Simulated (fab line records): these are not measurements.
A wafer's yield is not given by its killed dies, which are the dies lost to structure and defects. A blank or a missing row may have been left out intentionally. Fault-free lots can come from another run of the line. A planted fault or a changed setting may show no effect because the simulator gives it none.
Matching of chambers || flow berkeley_cmos170 || UCB170_M3_ETCH_17 on rie_diel-03 has 4 sister chambers
The step etches BARC in N2/H2. 14 wafers are shown with their chamber, then 7 later ones without.

== WAFERS WITH THEIR CHAMBER ==
{"wafer": "L398.2", "chamber": 0, "throttle_valve_pct (%)": 13.39, "drypump_motor_current_A (A)": 5.7, "oes_product_au (a.u.)": 0.983}
{"wafer": "L398.5", "chamber": 1, "throttle_valve_pct (%)": 13.20, "drypump_motor_current_A (A)": 5.8, "oes_product_au (a.u.)": 0.980}
{"wafer": "L398.6", "chamber": 0, "throttle_valve_pct (%)": 13.38, "drypump_motor_current_A (A)": 5.7, "oes_product_au (a.u.)": 0.990}
{"wafer": "L402.1", "chamber": 1, "throttle_valve_pct (%)": 13.20, "drypump_motor_current_A (A)": 5.8, "oes_product_au (a.u.)": 0.980}
{"wafer": "L402.2", "chamber": 0, "throttle_valve_pct (%)": 13.39, "drypump_motor_current_A (A)": 5.7, "oes_product_au (a.u.)": 0.980}
{"wafer": "L402.3", "chamber": 3, "throttle_valve_pct (%)": 13.53, "drypump_motor_current_A (A)": 5.2, "oes_product_au (a.u.)": 0.997}
{"wafer": "L403.2", "chamber": 1, "throttle_valve_pct (%)": 13.20, "drypump_motor_current_A (A)": 5.8, "oes_product_au (a.u.)": 0.963}
{"wafer": "L403.3", "chamber": 0, "throttle_valve_pct (%)": 13.37, "drypump_motor_current_A (A)": 5.7, "oes_product_au (a.u.)": 0.985}
{"wafer": "L403.6", "chamber": 2, "throttle_valve_pct (%)": 13.12, "drypump_motor_current_A (A)": 6.4, "oes_product_au (a.u.)": 0.984}
{"wafer": "L408.1", "chamber": 0, "throttle_valve_pct (%)": 13.39, "drypump_motor_current_A (A)": 5.7, "oes_product_au (a.u.)": 1.007}
{"wafer": "L408.5", "chamber": 1, "throttle_valve_pct (%)": 13.18, "drypump_motor_current_A (A)": 5.7, "oes_product_au (a.u.)": 0.979}
{"wafer": "L408.6", "chamber": 0, "throttle_valve_pct (%)": 13.39, "drypump_motor_current_A (A)": 5.7, "oes_product_au (a.u.)": 0.996}
{"wafer": "L407.2", "chamber": 0, "throttle_valve_pct (%)": 13.39, "drypump_motor_current_A (A)": 5.7, "oes_product_au (a.u.)": 0.999}
{"wafer": "L407.3", "chamber": 3, "throttle_valve_pct (%)": 13.53, "drypump_motor_current_A (A)": 5.3, "oes_product_au (a.u.)": 0.996}

SIGNATURES, as means of the wafers listed above
{"reading": "throttle_valve_pct", "chamber 0": 13.3857, "chamber 1": 13.1950, "chamber 2": 13.1200, "chamber 3": 13.5300, "scatter within a chamber": 0.00819}
{"reading": "drypump_motor_current_A", "chamber 0": 5.700, "chamber 1": 5.775, "chamber 2": 6.400, "chamber 3": 5.250, "scatter within a chamber": 0.0354}
{"reading": "oes_product_au", "chamber 0": 0.99143, "chamber 1": 0.97550, "chamber 2": 0.98400, "chamber 3": 0.99650, "scatter within a chamber": 0.0088}
Rule: a wafer's distance from a chamber is the root of the sum, over the readings, of the square of ((its reading less the chamber's mean) divided by the reading's scatter). The wafer belongs to the nearest chamber; if the next one is less than 2 further off, it can't be placed. How the scatter is found: for the shown wafers, subtract from each reading the mean of its chamber, square and add these, divide the total by (wafers less chambers), then take the root.

== WAFERS WHOSE CHAMBER IS MISSING ==
{"wafer": "L407.6", "throttle_valve_pct (%)": 13.55, "drypump_motor_current_A (A)": 5.2, "oes_product_au (a.u.)": 0.989}
{"wafer": "L414.2", "throttle_valve_pct (%)": 13.53, "drypump_motor_current_A (A)": 5.2, "oes_product_au (a.u.)": 0.990}
{"wafer": "L414.4", "throttle_valve_pct (%)": 13.40, "drypump_motor_current_A (A)": 5.7, "oes_product_au (a.u.)": 0.999}
{"wafer": "L414.6", "throttle_valve_pct (%)": 13.18, "drypump_motor_current_A (A)": 5.8, "oes_product_au (a.u.)": 0.983}
{"wafer": "L415.3", "throttle_valve_pct (%)": 13.38, "drypump_motor_current_A (A)": 5.7, "oes_product_au (a.u.)": 0.990}
{"wafer": "L415.5", "throttle_valve_pct (%)": 13.39, "drypump_motor_current_A (A)": 5.7, "oes_product_au (a.u.)": 0.999}
{"wafer": "L415.6", "throttle_valve_pct (%)": 13.19, "drypump_motor_current_A (A)": 5.8, "oes_product_au (a.u.)": 0.968}

== WHICH CHAMBER EACH WENT THROUGH ==
{"wafer": "L407.6", "from the rows above": 3, "in truth": 3}
{"wafer": "L414.2", "from the rows above": 3, "in truth": 3}
{"wafer": "L414.4", "from the rows above": 0, "in truth": 0}
{"wafer": "L414.6", "from the rows above": 1, "in truth": 1}
{"wafer": "L415.3", "from the rows above": 0, "in truth": 0}
{"wafer": "L415.5", "from the rows above": 0, "in truth": 0}
{"wafer": "L415.6", "from the rows above": 1, "in truth": 1}
Placed correctly: 7 of 7. Number that these rows cannot place: 0. Number placed wrongly: 0.
